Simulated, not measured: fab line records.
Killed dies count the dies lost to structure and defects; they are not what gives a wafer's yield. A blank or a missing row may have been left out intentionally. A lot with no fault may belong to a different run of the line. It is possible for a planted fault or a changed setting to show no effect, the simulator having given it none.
The tool behind it: which one? | flow rit cmos | 42 wafers from 14 lots sampled at 4 of the route's 202 steps

## WHAT THE GAUGES SHOWED, per wafer
RIT_NLDD_TW_MEAS_10. Usual: NLDD_TW typically reads 2485, with standard deviation 13.
lot  | measured    | on            | NLDD_TW        | flag
L763 | day 2 18:08 | film metro-01 | 2485 2491 2491 |
L764 | day 2 23:30 | film metro-03 | 2457 2462 2452 |
L765 | day 3 06:23 | film metro-01 | 2497 2495 2507 |
L769 | day 4 01:14 | film metro-01 | 2488 2482 2487 |
L771 | day 4 11:40 | film metro-02 | 2483 2473 2464 |
L772 | day 4 14:07 | film metro-01 | 2472 2482 2490 |
L774 | day 5 01:31 | film metro-03 | 2467 2485 2473 |
L775 | day 5 07:25 | film metro-01 | 2504 2494 2493 |
L776 | day 5 16:02 | film metro-03 | 2489 2483 2468 |
L777 | day 5 20:40 | film metro-01 | 2499 2517 2493 |
L780 | day 6 11:02 | film metro-03 | 2474 2480 2493 |
L781 | day 6 13:47 | film metro-03 | 2484 2477 2485 |
L782 | day 6 17:28 | film metro-03 | 2475 2484 2481 |
L786 | day 7 15:59 | film metro-03 | 2488 2485 2459 |

RIT_M1_OVL_MEAS_10. Usual: M1_OVL typically reads -0.6 nm, with standard deviation 1.2.
lot  | measured    | on         | M1_OVL (nm)       | flag
L763 | day 3 06:25 | overlay-02 | -1.9 -1.1 -0.5    |
L764 | day 3 11:56 | overlay-02 | -0.7 -2.1 -3.1    |
L765 | day 3 19:25 | overlay-01 | -1.4 -1.4 -1.3    |
L769 | day 4 13:43 | overlay-01 | 771.9 771.5 770.8 | OFF
L771 | day 5 00:32 | overlay-01 | -1.4 -0.1 -0.5    |
L772 | day 5 02:28 | overlay-01 | 1.6 0.0 0.1       |
L774 | day 5 14:07 | overlay-01 | 772.4 771.9 772.8 | OFF
L775 | day 5 19:58 | overlay-01 | 771.5 770.6 771.1 | OFF
L776 | day 6 04:21 | overlay-02 | -0.2 0.6 1.1      |
L777 | day 6 09:52 | overlay-02 | -0.2 -1.3 -1.7    |
L780 | day 6 23:42 | overlay-01 | 0.6 2.0 2.8       |
L781 | day 7 03:25 | overlay-01 | -0.4 -1.3 0.6     |
L782 | day 7 07:59 | overlay-01 | -0.4 -2.5 -1.6    |
L786 | day 8 04:38 | overlay-01 | 1.0 -0.8 -1.0     |

## WHAT TOOL EACH LOT RAN ON (gives the tool, then ch and the chambers of the sampled wafers, and finally the start)
lot  | RIT_SILICIDE_RTA_04             | RIT_M1_EXPOSE_06
L763 | rtp anneal-01 ch 0, day 3 02:32 | iline stepper-01 ch 0, day 3 05:53
L764 | rtp anneal-02 ch 0, day 3 07:49 | iline stepper-02 ch 0, day 3 11:16
L765 | rtp anneal-01 ch 0, day 3 15:24 | iline stepper-02 ch 0, day 3 18:54
L769 | rtp anneal-01 ch 0, day 4 09:35 | iline stepper-02 ch 0, day 4 13:11
L771 | rtp anneal-01 ch 0, day 4 20:31 | iline stepper-01 ch 0, day 4 23:59
L772 | rtp anneal-02 ch 0, day 4 22:36 | iline stepper-01 ch 0, day 5 01:56
L774 | rtp anneal-02 ch 0, day 5 09:50 | iline stepper-02 ch 0, day 5 13:35
L775 | rtp anneal-01 ch 0, day 5 15:56 | iline stepper-02 ch 0, day 5 19:25
L776 | rtp anneal-02 ch 0, day 6 00:20 | iline stepper-01 ch 0, day 6 03:48
L777 | rtp anneal-01 ch 0, day 6 06:00 | iline stepper-01 ch 0, day 6 09:19
L780 | rtp anneal-02 ch 0, day 6 19:23 | iline stepper-01 ch 0, day 6 23:09
L781 | rtp anneal-01 ch 0, day 6 23:23 | iline stepper-01 ch 0, day 7 02:53
L782 | rtp anneal-02 ch 0, day 7 04:05 | iline stepper-01 ch 0, day 7 07:26
L786 | rtp anneal-02 ch 0, day 8 00:28 | iline stepper-01 ch 0, day 8 04:05
- RIT_SILICIDE_RTA_04: time 10 s, ramp up 5 s, ramp down 5 s.
- RIT_M1_EXPOSE_06: exposes mask M12, target cd 2600 nm.

## AS READ BY THE TOOLS THEMSELVES (means over the sampled wafers that have a number; for cases with no such wafer, the mark the record gives instead)
RIT_SILICIDE_RTA_04. Usual: wafer_temp_C_max reads 652.6 (standard deviation 0.56).
lot  | tool          | wafer_temp_C_max | flag
L763 | rtp anneal-01 | 653.2            |
L764 | rtp anneal-02 | 652.5            |
L765 | rtp anneal-01 | 651.9            |
L769 | rtp anneal-01 | 652.8            |
L771 | rtp anneal-01 | 652.8            |
L772 | rtp anneal-02 | 652.5            |
L774 | rtp anneal-02 | 652.2            |
L775 | rtp anneal-01 | 652.2            |
L776 | rtp anneal-02 | 653.6            |
L777 | rtp anneal-01 | 652.8            |
L780 | rtp anneal-02 | 653.1            |
L781 | rtp anneal-01 | 653.2            |
L782 | rtp anneal-02 | 652.4            |
L786 | rtp anneal-02 | 652.5            |

## THE ANSWER, worked out from the rows above alone
Rule: a lot counts as off when the mean over its wafers that have a number is more than 3 standard deviations away from the usual mean. Also off: a lot with no number at a reading for which 4 or more lots have one. All remaining lots with rows at the step are treated as sound. First the gauges in route order, then the tools' own readings, where a lot's mean is used as printed above. The first step at which some lot is off is used, and at that step the reading that is off furthest; a lot without a number counts as furthest.
Off: L769, L774, L775, at RIT_M1_OVL_MEAS_10 (M1_OVL).
A tool fits if, at a process step before that reading, it ran every lot that is off, and no sound lot after the first of them. Those tools and the gauges at RIT_M1_OVL_MEAS_10 are tried in the same way. One fits: iline stepper-02 at RIT_M1_EXPOSE_06. A fault onset in the window from L765 (day 3 18:54, its last sound lot) to L769 (day 4 13:11, its first lot off) fits.

## WHAT THE SIMULATOR HAD INSERTED
Scanner matching overlay: iline stepper-02, from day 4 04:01 on, at RIT_M1_EXPOSE_06. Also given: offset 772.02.
Shown lots that were struck: L769, L774, L775. This agrees with what the rule above found.
